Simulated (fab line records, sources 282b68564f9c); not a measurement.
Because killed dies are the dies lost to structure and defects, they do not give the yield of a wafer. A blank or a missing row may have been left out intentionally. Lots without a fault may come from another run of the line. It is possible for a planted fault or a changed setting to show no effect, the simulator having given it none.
fab line records | flow rit-cmos
[record] lots = 5 wafers = 15 last-day = 6
route steps=202 shown CONTACT@172 M1@184
lots with no fault: from the same line, run without faults
start-h: hours from the record's first day to the start of the lot's first wafer shown | wait-h: how many hours have passed since the lot's step before this one | " repeats the value in the row above | L1.1+2: one row covering several wafers at once | - either no value or no given start | * or withheld: withheld | < > ~ a bound
route shown NAME@n: names a module that has steps shown in the file, with the first one's number in the route | usual: mean/standard deviation of fault-free wafers | same: alike in all rows | chamber/n: place in a boat | sites: each site's reading | _std_site: the standard deviation of these | _edge_site: inner sites' mean taken away from outer sites' mean | radius-mm: how far each site lies from the wafer's centre | mask NAME#n: copy n | behind: the tool/chamber that last shaped the wafer | hold: reason for holding the lot/hours on hold/outcome of the hold | device: names the non-switching transistor (n, p or np) | end of line: the route-end tests of the same wafers | a step with no rows: only its recipe | killed: not the wafer's yield, but the dies lost to structure and defects at the first sort | map: a wafer's dies, x killed, . not, _ none there
set.NAME: the setting that was run; set.NAME@STEP: the one run at that earlier step | model.NAME: the simulator's own value behind a step, which no gauge read
a table for each step, a row for each wafer; lots at some steps of the route
services: from which hour (start-h, from the record's first day; less than 0 if before it) a tool's chamber was out of use, for how many hours, and why
[[steps]]
[step RIT_CONTACT_SOFTBAKE_04]
[recipe] resist = NOVOLAK temp-c = 90 time-s = 60
[step RIT_CONTACT_EXPOSE_05]
[recipe] mask-id = M11 na = 0.6 source-shape = conventional sigma-outer = 0.5 target-cd-nm = 1000 dose-mj = 250
[step RIT_CONTACT_PEB_06]
[recipe] resist = NOVOLAK temp-c = withheld time-s = withheld
[step RIT_CONTACT_DEVELOP_07]
[recipe] resist = NOVOLAK develop-time-s = 120 dev-temp-c = 23
[step RIT_CONTACT_CD_MEAS_08]
[recipe] target-cd-nm = 1000
[usual] cd-nm = 1000.8/2.3
// columns lot.wafer tool chamber start-h wait-h cd-nm
L924.3 cd-sem-01 - 81.58 - 1002.5
L924.4 " - " " 1001.1
L924.5 " - " " 1002.3
L930.1 cd-sem-02 - 109.20 - 1003.3
L930.2 " - " " 1000.0
L930.5 " - " " 1003.5
L934.3 cd-sem-01 - 129.40 - 998.0
L934.4 " - " " 997.2
L934.6 " - " " 995.9
L935.1 cd-sem-02 - 132.14 - 1003.1
L935.4 " - " " 1001.2
L935.6 " - " " 1003.3
L938.1 cd-sem-02 - 147.07 - 1004.8
L938.3 " - " " 1003.2
L938.6 " - " " 1001.8
[step RIT_CONTACT_OVL_MEAS_09]
[usual] CONTACT_OVL = -0.2/1.3
// columns lot.wafer tool chamber start-h wait-h CONTACT_OVL[nm]
L924.3 overlay-01 - 81.67 0.1 -3.0
L924.4 " - " " 1.0
L924.5 " - " " -1.5
L930.1 overlay-02 - 109.32 0.1 -0.3
L930.2 " - " " 1.4
L930.5 " - " " -0.7
L934.3 overlay-02 - 129.49 0.1 0.9
L934.4 " - " " -1.4
L934.6 " - " " 1.2
L935.1 overlay-02 - 132.26 0.1 -1.8
L935.4 " - " " -0.7
L935.6 " - " " -2.0
L938.1 overlay-02 - 147.38 0.3 -1.2
L938.3 " - " " 1.0
L938.6 " - " " -0.5
[step RIT_CONTACT_HARDBAKE_10]
[recipe] resist = NOVOLAK temp-c = 140 time-s = 60
[step RIT_CONTACT_ETCH_11]
[recipe] target-depth-a = 4800 over-etch-frac = 0.2 stop-on = TiSi2 chemistry = CHF3/CF4/Ar target = SiO2 CHF3_flow_sccm = 50 cf4-flow-sccm = 10 Ar_flow_sccm = 100 O2_flow_sccm = 5 pressure-mtorr = 100 rf-w = 200 time-s = 320
[usual] CHF3_flow_sccm = 49.98/0.15 drypump-motor-current-A = 5.8/0.54 oes-product-au = 0.991/0.012 throttle-valve-pct = 8.92/0.087
// columns lot.wafer tool chamber start-h wait-h CHF3_flow_sccm drypump-motor-current-A oes-product-au rf-hours-counter-h throttle-valve-pct
L924.3 rie-diel-03 0 81.84 0.1 50.01 4.8 1.001 14 8.90
L924.4 " 3 " " 49.90 5.4 0.989 154 8.91
L924.5 " 3 " " 49.94 5.5 0.998 - 8.94
L930.1 rie-diel-01 2 109.50 0.1 49.94 6.4 0.994 44 8.81
L930.2 " 3 " " 50.07 5.3 0.997 137 8.82
L930.5 " 0 " " 49.95 5.6 1.004 - 8.85
L934.3 rie-diel-03 0 129.81 0.1 49.99 4.8 0.998 14 8.90
L934.4 " 2 " " 50.12 6.6 0.980 - 9.04
L934.6 " 1 " " 50.25 5.6 1.008 - 8.82
L935.1 rie-diel-01 0 132.45 0.1 50.08 5.6 1.005 1 8.85
L935.4 " 2 " " 50.10 6.3 1.002 45 8.81
L935.6 " 0 " " 50.05 5.6 0.998 - 8.84
L938.1 rie-diel-02 3 147.57 0.1 49.77 5.8 0.996 66 9.02
L938.3 " 0 " " 50.07 6.6 0.963 152 8.88
L938.6 " 1 " " 50.12 6.1 0.965 - 8.95
[step RIT_CONTACT_STRIP_12]
[recipe] chemistry = O2 time-s = 180 resist = NOVOLAK platen-temp-c = withheld power-w = 500 pressure-mtorr = 4000 o2-flow-sccm = 4000
[usual] drypump-motor-current-A = 5.75/0.071 o2-flow-sccm = 4001/12
// columns lot.wafer tool chamber start-h wait-h drypump-motor-current-A o2-flow-sccm rf-hours-counter-h
L924.3 plasma-asher-03 1 82.10 0.2 5.64 4001 -
L924.4 " 0 " " 5.77 3999 -
L924.5 " 0 " " 5.75 3991 -
L930.1 plasma-asher-01 1 109.70 0.1 5.77 4001 47
L930.2 " 0 " " 5.79 4005 47
L930.5 " 0 " " 5.78 4012 -
L934.3 plasma-asher-03 1 130.06 0.2 5.66 3990 -
L934.4 " 0 " " 5.78 4017 -
L934.6 " 1 " " 5.65 4001 -
L935.1 plasma-asher-03 0 132.64 0.1 5.77 3988 50
L935.4 " 0 " " 5.77 4013 -
L935.6 " 0 " " 5.76 3988 -
L938.1 plasma-asher-03 0 147.76 0.1 5.77 3984 52
L938.3 " 0 " " 5.77 4000 -
L938.6 " 0 " " 5.78 3998 -
[step RIT_CONTACT_CD_MEAS_90]
[recipe] target-cd-nm = 1000
[usual] cd-nm = 1000.8/2.3
// columns lot.wafer tool chamber start-h wait-h cd-nm
L924.3 cd-sem-02 - 82.25 0.1 1002.4
L924.4 " - " " 1000.6
L924.5 " - " " 1002.5
L930.1 cd-sem-01 - 109.87 0.1 1003.6
L930.2 " - " " 1000.5
L930.5 " - " " 1003.2
L934.3 cd-sem-02 - 130.22 0.1 997.8
L934.4 " - " " 997.6
L934.6 " - " " 996.2
L935.1 cd-sem-01 - 132.82 0.1 1002.5
L935.4 " - " " 1001.6
L935.6 " - " " 1002.8
L938.1 cd-sem-02 - 147.94 0.1 1004.6
L938.3 " - " " 1003.2
L938.6 " - " " 1002.7
[step RIT_CONTACT_CLEAN_13]
[recipe] chemistry = SC1 mix = 3:3:50 time-s = 600 temp-c = 75
[step RIT_CONTACT_CLEAN_14]
[recipe] chemistry = SC2 mix = 3:3:50 time-s = 600 temp-c = 75 dry = n2-spin
[step RIT_M1_SPUTTER_00]
[recipe] material = Al target-thk-nm = 400 power-w = 2000 chamber-pressure-pa = 0.4 gas = Ar time-s = 500 substrate-temp-c = 25
[usual] throttle-valve-pct = 30.4/1
// columns lot.wafer tool chamber start-h wait-h throttle-valve-pct
L924.3 pvd-sputter-03 - 82.70 0.0 31.4
L924.4 " - " " 32.0
L924.5 " - " " 32.0
L930.1 pvd-sputter-02 - 110.34 0.0 29.2
L930.2 " - " " 29.4
L930.5 " - " " 29.5
L934.3 pvd-sputter-02 - 130.67 0.0 29.2
L934.4 " - " " 29.5
L934.6 " - " " 29.5
L935.1 pvd-sputter-03 - 133.33 0.0 31.2
L935.4 " - " " 32.0
L935.6 " - " " 31.2
L938.1 pvd-sputter-02 - 148.41 0.0 30.7
L938.3 " - " " 29.6
L938.6 " - " " 30.0
[step RIT_M1_RS_MEAS_01]
[recipe] thk-meas-gauge = four-point-probe reads = Al_of_M1_SPUTTER_00
[usual] M1_AL_RS = 0.0735/0.00068
// columns lot.wafer tool chamber start-h wait-h M1_AL_RS[ohm/sq]
L924.3 film-metro-03 - 83.03 0.2 0.0739
L924.4 " - " " 0.0737
L924.5 " - " " 0.0735
L930.1 film-metro-04 - 110.64 0.1 0.0744
L930.2 " - " " 0.0729
L930.5 " - " " 0.0732
L934.3 film-metro-04 - 131.00 0.2 0.0729
L934.4 " - " " 0.0733
L934.6 " - " " 0.0724
L935.1 film-metro-03 - 133.62 0.1 0.0738
L935.4 " - " " 0.0734
L935.6 " - " " 0.0736
L938.1 film-metro-03 - 148.70 0.1 0.0729
L938.3 " - " " 0.0727
L938.6 " - " " 0.0724
[step RIT_M1_THK_MEAS_02]
[recipe] thk-meas-gauge = xrf reads = Al_of_M1_SPUTTER_00
[usual] M1_AL_THK = 398/4.3
// columns lot.wafer tool chamber start-h wait-h M1_AL_THK[nm]
L924.3 film-metro-03 - 83.13 0.1 395
L924.4 " - " " 395
L924.5 " - " " 396
L930.1 film-metro-04 - 110.76 0.1 394
L930.2 " - " " 401
L930.5 " - " " 404
L934.3 film-metro-04 - 131.10 0.1 398
L934.4 " - " " 397
L934.6 " - " " 401
L935.1 film-metro-03 - 133.74 0.1 396
L935.4 " - " " 399
L935.6 " - " " 397
L938.1 film-metro-03 - 148.82 0.1 405
L938.3 " - " " 406
L938.6 " - " " 408
[step RIT_M1_HMDS_03]
[recipe] prime-time-s = 60 prime-temp-c = 140
[step RIT_M1_COAT_04]
[recipe] resist = NOVOLAK spin-rpm = 2000 resist-thk-nm = 1300
[step RIT_M1_SOFTBAKE_05]
[recipe] resist = NOVOLAK temp-c = 90 time-s = 60
[step RIT_M1_EXPOSE_06]
[recipe] mask-id = M12 na = 0.6 source-shape = conventional sigma-outer = 0.5 target-cd-nm = 2600 dose-mj = 250
[step RIT_M1_PEB_07]
[recipe] resist = NOVOLAK temp-c = withheld time-s = withheld
[step RIT_M1_DEVELOP_08]
[recipe] resist = NOVOLAK develop-time-s = 68 dev-temp-c = 23
[step RIT_M1_CD_MEAS_09]
[recipe] target-cd-nm = 2600
[usual] cd-nm = 2600.5/2.1
// columns lot.wafer tool chamber start-h wait-h cd-nm
L924.3 cd-sem-02 - 84.21 - 2597.9
L924.4 " - " " 2598.5
L924.5 " - " " 2601.0
L930.1 cd-sem-02 - 111.70 - 2603.4
L930.2 " - " " 2601.5
L930.5 " - " " 2601.4
L934.3 cd-sem-02 - 132.30 - 2599.9
L934.4 " - " " 2596.0
L934.6 " - " " 2598.0
L935.1 cd-sem-02 - 134.81 - 2600.9
L935.4 " - " " 2599.6
L935.6 " - " " 2603.2
L938.1 cd-sem-02 - 149.89 - 2601.8
L938.3 " - " " 2603.6
L938.6 " - " " 2603.4
[step RIT_M1_OVL_MEAS_10]
[usual] M1_OVL = -0.1/1.4
// columns lot.wafer tool chamber start-h wait-h M1_OVL[nm]
L924.3 overlay-01 - 84.30 0.1 1.5
L924.4 " - " " 1.0
L924.5 " - " " -1.0
L930.1 overlay-02 - 111.82 0.1 0.8
L930.2 " - " " 0.6
L930.5 " - " " -0.1
L934.3 overlay-01 - 132.40 0.1 -0.4
L934.4 " - " " -0.2
L934.6 " - " " -1.1
L935.1 overlay-02 - 134.93 0.1 2.0
L935.4 " - " " 1.0
L935.6 " - " " -2.4
L938.1 overlay-01 - 150.01 0.1 0.3
L938.3 " - " " 0.3
L938.6 " - " " 0.9
[step RIT_M1_HARDBAKE_11]
[recipe] resist = NOVOLAK temp-c = 140 time-s = 120
[step RIT_M1_METAL_ETCH_12]
[recipe] stop-on = SiO2 chemistry = Cl2/BCl3 target = Al time-s = 165 over-etch-frac = 0.5 pressure-mtorr = 100 target-depth-a = 6000 rf-w = 250 Cl2_flow_sccm = 60 bcl3-flow-sccm = 50
[usual] drypump-motor-current-A = 5.6/0.49 he-backside-leak-sccm = 3.35/0.27 oes-product-au = 0.776/0.01 throttle-valve-pct = 8.25/0.088
// columns lot.wafer tool chamber start-h wait-h drypump-motor-current-A he-backside-leak-sccm oes-product-au rf-hours-counter-h throttle-valve-pct
L924.3 rie-metal-04 1 84.65 0.2 6.0 3.03 0.765 - 8.37
L924.4 " 0 " " 5.2 3.02 0.774 - 8.23
L924.5 " 1 " " 6.0 2.95 0.777 - 8.36
L930.1 rie-metal-04 1 112.10 0.2 6.0 3.14 0.764 3 8.38
L930.2 " 0 " " 5.2 3.10 0.776 6 8.23
L930.5 " 1 " " 6.0 3.17 0.769 - 8.34
L934.3 rie-metal-02 0 132.72 0.2 4.9 3.65 0.788 - 8.34
L934.4 " 1 " " 6.2 3.63 0.793 - 8.24
L934.6 " 0 " " 4.9 3.43 0.782 - 8.33
L935.1 rie-metal-04 0 135.21 0.2 5.2 2.95 0.776 7 8.24
L935.4 " 0 " " 5.2 3.08 0.774 - 8.21
L935.6 " 1 " " 6.0 3.11 0.778 - 8.38
L938.1 rie-metal-01 0 150.29 0.2 5.5 3.36 0.778 2 8.26
L938.3 " 1 " " 6.2 3.57 0.765 - 8.09
L938.6 " 1 " " 6.2 3.51 0.769 - 8.09
[step RIT_M1_STRIP_13]
[recipe] chemistry = nmp resist = NOVOLAK temp-c = 80 time-s = 600 dry = n2-spin
[step RIT_M1_STRIP_14]
[recipe] chemistry = O2 time-s = 180 platen-temp-c = withheld power-w = 500 pressure-mtorr = 4000 o2-flow-sccm = 4000
[usual] drypump-motor-current-A = 5.93/0.23 o2-flow-sccm = 3998/11
// columns lot.wafer tool chamber start-h wait-h drypump-motor-current-A o2-flow-sccm rf-hours-counter-h
L924.3 plasma-asher-04 0 85.03 0.1 6.21 4006 -
L924.4 " 1 " " 6.17 3993 -
L924.5 " 0 " " 6.21 3999 -
L930.1 plasma-asher-04 1 112.44 0.0 6.20 3972 31
L930.2 " 0 " " 6.21 4014 31
L930.5 " 0 " " 6.20 4012 -
L934.3 plasma-asher-04 0 133.07 0.1 6.19 4009 -
L934.4 " 1 " " 6.17 4011 -
L934.6 " 1 " " 6.15 4011 -
L935.1 plasma-asher-03 0 135.55 0.0 5.76 3995 51
L935.4 " 0 " " 5.77 3992 -
L935.6 " 1 " " 5.65 4008 -
L938.1 plasma-asher-04 0 150.80 0.0 6.21 3966 35
L938.3 " 0 " " 6.19 3989 -
L938.6 " 0 " " 6.22 3981 -
[step RIT_M1_CD_MEAS_90]
[recipe] target-cd-nm = 2600
[usual] cd-nm = 2599.7/2.5
// columns lot.wafer tool chamber start-h wait-h cd-nm
L924.3 cd-sem-02 - 85.18 0.1 2594.9
L924.4 " - " " 2596.9
L924.5 " - " " 2598.5
L930.1 cd-sem-01 - 112.62 0.1 2599.3
L930.2 " - " " 2599.7
L930.5 " - " " 2599.0
L934.3 cd-sem-02 - 133.22 0.1 2597.8
L934.4 " - " " 2596.8
L934.6 " - " " 2596.8
L935.1 cd-sem-02 - 135.73 0.1 2600.9
L935.4 " - " " 2598.9
L935.6 " - " " 2599.8
L938.1 cd-sem-02 - 150.98 0.1 2603.1
L938.3 " - " " 2604.5
L938.6 " - " " 2602.9
[step RIT_M1_ANNEAL_15]
[recipe] temp-c = 450 time-s = 1800 ambient = forming_gas_H2N2
[step RIT_M1_BOW_MEAS_16]
[recipe] mode = bow
[usual] M1_BOW = 16/6.4
// columns lot.wafer tool chamber start-h wait-h M1_BOW[um]
L924.3 film-metro-03 - 86.80 0.0 7
L924.4 " - " " 25
L924.5 " - " " 18
L930.1 film-metro-03 - 114.24 0.0 21
L930.2 " - " " 15
L930.5 " - " " 19
L934.3 film-metro-02 - 134.84 0.0 19
L934.4 " - " " 11
L934.6 " - " " 13
L935.1 film-metro-04 - 137.35 0.0 22
L935.4 " - " " 18
L935.6 " - " " 12
L938.1 film-metro-02 - 152.60 0.0 21
L938.3 " - " " 20
L938.6 " - " " 0
[step RIT_M1_PROBE_99]
[usual] defect-limited-yield = 97.4/1.2 killed_at_M0_to_M3 = 0.0/0.083 killed-at-contacts = 0.1/0.36 killed-at-front-end = 7/3.1 killed-dies = 7/3.1 killed-on-rim = 1.9/1.4 killed-open = 3.6/2.1 killed-short = 3.2/1.9
[same] gross-dies = 264 killed_at_M4_up = 0 killed-at-back-side = 0 killed-at-other = 0
// columns lot.wafer tool chamber start-h wait-h defect-limited-yield[%] killed_at_M0_to_M3 killed-at-contacts killed-at-front-end killed-dies killed-on-rim killed-open killed-short model.etest.tester.sort-n-pass model.etest.tester.sort-yield-pct model.etest.tester.sort_bin_5_pct model.etest.tester.sort_bin_3_pct model.etest.tester.sort_bin_6_pct
L924.3 prober-01 - 86.98 0.2 97.7 0 0 6 6 4 3 3 258 97.73 0.7576 0.3788 1.136
L924.4 prober-01 - 87.03 0.2 98.5 0 0 4 4 2 3 1 260 98.48 1.136 0.3788 0
L924.5 prober-01 - 87.08 0.2 97.0 0 0 8 8 4 2 6 256 96.97 1.894 0 1.136
L930.1 prober-01 - 114.36 0.1 97.7 0 0 6 6 0 4 2 240 90.91 1.136 0 1.136
L930.2 prober-01 - 114.41 0.1 97.3 0 0 7 7 2 4 3 257 97.35 0.7576 0.3788 1.515
L930.5 prober-01 - 114.56 0.2 97.3 0 0 7 7 0 6 1 257 97.35 1.894 0.3788 0.3788
L934.3 prober-01 - 135.02 0.2 97.0 0 1 7 8 1 5 3 256 96.97 0.7576 0.3788 1.894
L934.4 prober-01 - 135.07 0.2 100.0 0 0 0 0 0 0 0 264 100 0 0 0
L934.6 prober-01 - 135.17 0.2 97.7 0 0 6 6 3 5 1 258 97.73 1.894 0.3788 0
L935.1 prober-02 - 137.47 0.1 97.3 0 0 7 7 4 4 3 257 97.35 1.515 0 1.136
L935.4 prober-02 - 137.62 0.2 99.2 0 0 2 2 0 1 1 262 99.24 0.7576 0 0
L935.6 prober-02 - 137.72 0.2 98.1 0 0 5 5 3 0 5 259 98.11 0.7576 0 1.136
L938.1 prober-01 - 152.72 0.1 97.3 0 0 7 7 0 3 4 257 97.35 2.273 0 0.3788
L938.3 prober-01 - 152.82 0.2 88.3 26 1 4 31 11 1 3 233 88.26 6.061 3.788 1.894
L938.6 prober-01 - 152.97 0.2 98.9 0 2 1 3 3 1 0 261 98.86 0.7576 0 0.3788
// killed by level:class
L924.3 SILICIDE:geometric-particle:short=2 SILICIDE:geometric-particle:open=2 GATE:geometric-particle:open=1 REOX:geometric-particle:short=1
L924.4 GATE:geometric-particle:open=2 FOX1:geometric-particle:short=1 SILICIDE:geometric-particle:open=1
L924.5 GATE:geometric-particle:short=3 FOX1:geometric-particle:short=2 GATE:geometric-particle:open=1 SPACER:geometric-particle:open=1 SILICIDE:geometric-particle:short=1
L930.1 GATE:geometric-particle:open=3 REOX:geometric-particle:open=1 SPACER:geometric-particle:short=1 SILICIDE:geometric-particle:short=1
L930.2 FOX1:geometric-particle:open=2 GATE:geometric-particle:open=2 GATE:geometric-particle:short=2 SPACER:geometric-particle:short=1
L930.5 GATE:geometric-particle:open=3 FOX1:geometric-particle:open=2 GATE:geometric-particle:short=1 SPACER:geometric-particle:open=1
L934.3 SPACER:geometric-particle:open=2 FOX1:geometric-particle:short=1 FOX2:geometric-particle:open=1 GATE:geometric-particle:short=1 CONTACT:geometric-particle:open=1 REOX:geometric-particle:open=1 SPACER:geometric-particle:short=1
L934.6 GATE:geometric-particle:open=3 FOX1:geometric-particle:open=1 FOX2:geometric-particle:open=1 SPACER:geometric-particle:short=1
L935.1 GATE:geometric-particle:open=3 GATE:geometric-particle:short=2 SPACER:geometric-particle:open=1 SILICIDE:geometric-particle:short=1
L935.4 GATE:geometric-particle:short=1 SPACER:geometric-particle:open=1
L935.6 FOX1:geometric-particle:short=2 GATE:geometric-particle:short=1 REOX:geometric-particle:short=1 SPACER:geometric-particle:short=1
L938.1 GATE:geometric-particle:open=2 GATE:geometric-particle:short=2 REOX:geometric-particle:short=1 SPACER:geometric-particle:short=1 SPACER:geometric-particle:open=1
L938.3 M1:unspecified=26 FOX1:geometric-particle:short=1 FOX2:geometric-particle:short=1 GATE:geometric-particle:open=1 SILICIDE:geometric-particle:short=1 CONTACT:coat-microbubble-printed=1
L938.6 CONTACT:coat-microbubble-printed=2 FOX1:geometric-particle:open=1
// map L938.3 (x killed, . not)
________......._______
_____............x____
____..........x..x.___
___.............xxxx__
__..............xxxxx_
__..............xxxxx_
_..............xxxxxxx
_..x.............xxx..
_.....................
_.x...................
__..................._
__........x.........._
___x................__
____...............___
_____.............____
________......._______
// map L930.2 (x killed, . not)
________......._______
_____.............____
____...............___
___.................__
__..................._
__..................._
_............x........
_....................x
_................x....
_.............x.......
__x.................._
__......x............_
___.................__
____....x..........___
_____.............____
________......._______
[[services]]
// columns tool chamber start-h hours kind
pvd-sputter-02 - 80.52 10.1 repair
rie-diel-01 0 81.73 - clean
rie-diel-01 0 81.73 23.5 scheduled-down
rie-diel-01 0 81.73 23.5 vent-cycle
rie-diel-03 3 82.60 8.4 repair
pvd-sputter-02 - 97.49 1.1 repair
rie-diel-02 2 97.89 - clean
rie-diel-02 2 97.89 17.9 scheduled-down
rie-diel-02 2 97.89 17.9 vent-cycle
plasma-asher-04 - 105.75 0.9 repair
rie-metal-01 - 117.87 2.8 pm
rie-diel-03 3 124.29 - clean
rie-diel-03 3 124.29 15.5 scheduled-down
rie-diel-03 3 124.29 15.5 vent-cycle
rie-metal-02 - 136.12 20.0 pm
rie-metal-02 0 136.12 20.0 vent-cycle
rie-metal-02 1 136.12 20.0 vent-cycle
rie-diel-02 2 137.07 15.0 repair
pvd-sputter-02 - 138.76 6.1 repair
rie-diel-01 - 140.59 1.0 repair
[[key]]
[first-sign] step = RIT_M1_PROBE_99 reading = killed_at_M0_to_M3 direction = up sigmas = 26 usual = 0.0 struck = 26
[effect] step = RIT_M1_PROBE_99 reading = defect-limited-yield direction = down sigmas = 7.9 usual = 97.4 struck = 88.3
[model-effect] step = RIT_M1_PROBE_99 value = etest.tester.sort-n-pass without = 259 struck = 233
met-at RIT_M1_SPUTTER_00
struck-wafers L938.3
onset-between 130.67 148.41
[fault] kind = chamber-particle-source tool = pvd-sputter-02 chamber = - onset-h = 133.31 steps = RIT_M1_SPUTTER_00 rate-per-visit-cm2 = 1.127 end-h = 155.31 scope = struck-wafers-only
